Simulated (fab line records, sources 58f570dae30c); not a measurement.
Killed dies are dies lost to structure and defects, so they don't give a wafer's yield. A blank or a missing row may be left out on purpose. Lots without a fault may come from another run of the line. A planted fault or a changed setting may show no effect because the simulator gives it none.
Tool commonality check | flow berkeley_cmos170 | 12 lots, 36 wafers sampled

WHY IT WAS OPENED
At UCB170_SDANNEAL_RS_MEAS_04 the reading PLDD_RS is flagged on 2 of 12 lots. Wafers without a fault read 1033 ohm/sq, standard deviation 3.3.
Rule: a lot is flagged when every wafer of it that has a number lies more than 4 standard deviations from that mean, or none has a number. The other lots count as sound.

lot  | measured     | on            | PLDD_RS (ohm/sq), wafer by wafer | flag
L215 | day 7 21:56  | film_metro-04 | 1036 1036 1039                   |
L214 | day 7 22:31  | film_metro-04 | 1033 1035 1035                   |
L216 | day 8 08:53  | film_metro-01 | 1032 1032 1034                   |
L217 | day 8 20:49  | film_metro-04 | 1030 1031 1032                   |
L219 | day 8 21:01  | film_metro-01 | 1031 1029 1033                   |
L218 | day 8 21:02  | film_metro-03 | 1030 1030 1032                   |
L220 | day 9 10:56  | film_metro-03 | 1030 1030 1028                   |
L221 | day 9 11:06  | film_metro-04 | 1035 1036 1035                   |
L223 | day 9 18:56  | film_metro-04 | 1207 1203 1202                   | FLAGGED
L222 | day 9 19:04  | film_metro-01 | 1199 1198 1196                   | FLAGGED
L235 | day 12 06:28 | film_metro-04 | 1034 1037 1040                   |
L234 | day 12 06:34 | film_metro-03 | 1030 1032 1032                   |
The numbers of the flagged lots are 1201 ohm/sq on average: +168 ohm/sq against the usual, or +51 standard deviations.

WHICH TOOL RAN EACH LOT
The record holds 2 process steps before the reading, out of a route of 331 steps. In each cell: the tool, then ch and the chambers that the sampled wafers went through, then the start.
lot  | flag    | UCB170_ZERO_STRIP_07                | UCB170_SPACER_ANNEAL_02
L215 |         | plasma_asher-04 ch 0,1, day 1 22:44 | furnace-04 ch 0, day 7 11:16
L214 |         | plasma_asher-02 ch 0,1, day 1 22:37 | furnace-04 ch 0, day 7 11:16
L216 |         | plasma_asher-04 ch 0,1, day 2 07:10 | furnace-01 ch 0, day 8 02:05
L217 |         | plasma_asher-03 ch 0,1, day 2 13:07 | furnace-04 ch 0, day 8 13:29
L219 |         | plasma_asher-04 ch 0,1, day 2 22:24 | furnace-04 ch 0, day 8 13:29
L218 |         | plasma_asher-03 ch 1, day 2 22:04   | furnace-04 ch 0, day 8 13:29
L220 |         | plasma_asher-04 ch 0,1, day 3 07:51 | furnace-01 ch 0, day 9 03:32
L221 |         | plasma_asher-04 ch 0,1, day 3 07:35 | furnace-01 ch 0, day 9 03:32
L223 | FLAGGED | plasma_asher-02 ch 0,1, day 3 18:28 | furnace-01 ch 0, day 9 12:23
L222 | FLAGGED | plasma_asher-02 ch 0,1, day 3 13:13 | furnace-01 ch 0, day 9 12:23
L235 |         | plasma_asher-04 ch 0,1, day 6 03:54 | furnace-04 ch 0, day 12 00:26
L234 |         | plasma_asher-02 ch 0,1, day 6 03:40 | furnace-04 ch 0, day 12 00:26
What these steps do:
- UCB170_ZERO_STRIP_07: strips in O2.
- UCB170_SPACER_ANNEAL_02: time 1800 s.
- UCB170_SDANNEAL_RS_MEAS_04: measures by four-point-probe.

FLAGGED OVER TOTAL, TOOL BY TOOL (the gauges that took the reading come last)
step                       | tool            | lots run | flagged | share of the flagged lots | sound lots run after its first flagged lot
UCB170_ZERO_STRIP_07       | plasma_asher-02 | 4        | 2       | all                       | 1 (L234)
UCB170_ZERO_STRIP_07       | plasma_asher-03 | 2        | 0       | none                      | -
UCB170_ZERO_STRIP_07       | plasma_asher-04 | 6        | 0       | none                      | -
UCB170_SPACER_ANNEAL_02    | furnace-01      | 5        | 2       | all                       | 0
UCB170_SPACER_ANNEAL_02    | furnace-04      | 7        | 0       | none                      | -
UCB170_SDANNEAL_RS_MEAS_04 | film_metro-01   | 3        | 1       | some                      | 0
UCB170_SDANNEAL_RS_MEAS_04 | film_metro-03   | 3        | 0       | none                      | -
UCB170_SDANNEAL_RS_MEAS_04 | film_metro-04   | 6        | 1       | some                      | 1 (L235)

WHAT THE TABLE ALLOWS
2 rows of the table ran every flagged lot: plasma_asher-02 at UCB170_ZERO_STRIP_07, furnace-01 at UCB170_SPACER_ANNEAL_02.
- plasma_asher-02 at UCB170_ZERO_STRIP_07: 2 of its 4 lots flagged. Sound lots ran on it after the first flagged one (L234), which a lasting fault on the whole tool wouldn't allow.
- furnace-01 at UCB170_SPACER_ANNEAL_02: 2 of its 5 lots flagged. Its last sound lot is L220 (day 9 03:32), its first flagged lot L222 (day 9 12:23): a fault that began between those two fits. Its own readings lie more than 4 standard deviations out on every wafer of the flagged lots: spike_tc_centre_C, spike_tc_load_C, spike_tc_source_C, tube_center_temp_C, tube_center_temp_C_max.
One tool is left: furnace-01 at UCB170_SPACER_ANNEAL_02.

WHAT THE SIMULATOR HAD PUT IN
Process parameter drift: furnace-01, from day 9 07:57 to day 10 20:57, at UCB170_SPACER_ANNEAL_02. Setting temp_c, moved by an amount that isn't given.
Lots struck among those shown: L223, L222. The rule above found the same.
